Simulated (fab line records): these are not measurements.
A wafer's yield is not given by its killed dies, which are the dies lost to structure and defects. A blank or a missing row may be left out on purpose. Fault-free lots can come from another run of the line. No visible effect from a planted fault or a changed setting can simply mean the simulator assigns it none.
Problem report, 8D (eight disciplines) form, completed by code    flow berkeley_cmos170    the parts of the form that need people (team, actions taken, sign-off) are left out

== 1. WHAT IS WRONG ==
spin_speed_rpm at UCB170_M1_COAT_04 reads a mean of 1439.1 rpm on 6 wafers of 2 lots; wafers without a fault read 1499.9 rpm with a standard deviation of 1. Measured from the usual mean, that is -61 standard deviations.
The step: resist thk 900 nm.
Earliest sighting: wafer L417.2 on litho_track-02 at day 11 02:00. Wafers with a number at this step in the record: 18, from 6 lots. The rule behind "out" and "out of limits": a value lying over 4 standard deviations away from the usual mean. The rest of the wafers with a number are treated as sound.

== 2. WHAT IT IS AND WHAT IT IS NOT ==
question                     is                      is not
which readings at this step  spin_speed_rpm          chill_plate_temp_C, exhaust_pa
which lots                   L417, L421              L403, L406, L423, L425
which wafers of those lots   all that have a number  -
read on which tools          litho_track-02          litho_track-03, litho_track-04
when                         from day 11 02:00       up to then (6 sound wafers); but 6 sound wafers of L423, L425 came after

== 3. WHAT RULES OUT EACH SUSPECT ==
Counting: a tool at a process step up to the reading stays a suspect if it ran every lot that is out and no sound lot after the first of them.
- pvd_sputter-03 at UCB170_M1_SPUTTER_00 (material Al, target thk 600 nm, time 80 s): ruled out as a lasting fault. Sound lots L423 ran on it after its first lot that is out, L417 (day 11 02:07).
- litho_track-02 at UCB170_M1_COAT_04 (resist thk 900 nm): kept. It processed each lot that is out, first L417 at day 11 02:00, and no sound lot thereafter; up to then, the last sound lot it processed was L403 at day 8 18:00. Out on those wafers are its own readings of spin_speed_rpm.
Remaining after the count: litho_track-02 at UCB170_M1_COAT_04.

== 4. THE CAUSE (what the simulator had put in) ==
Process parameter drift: litho_track-02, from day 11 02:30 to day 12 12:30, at UCB170_M1_COAT_04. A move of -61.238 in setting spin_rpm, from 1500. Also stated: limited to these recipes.
Counting left only this tool.

== 5. SEQUENCE OF EFFECTS, ordered by route ==
One row per reading whose mean, taken over the struck wafers that have a number, lies over 3 standard deviations from the usual. Readings are gone through only where the record gives a usual standard deviation; hours: the median, over the lots, of the time from a lot's start at the first step in this table giving one to that lot's start at this step; sigmas: the change measured in usual standard deviations.
hours  step               reading         usual       on struck wafers  change  sigmas
0      UCB170_M1_COAT_04  spin_speed_rpm  1499.9 rpm  1439.1            -60.8   -61
Process steps it contains:
- UCB170_M1_COAT_04: resist thk 900 nm.
Later measuring or inspecting steps at which every struck wafer that the step has a row for has a number for every such reading, and none has moved that far: UCB170_M1_CD_MEAS_09, UCB170_M1_OVL_MEAS_10.

== 6. WHAT WOULD HAVE CAUGHT IT SOONER ==
In this record the first reading out of limits was taken at day 11 02:00.
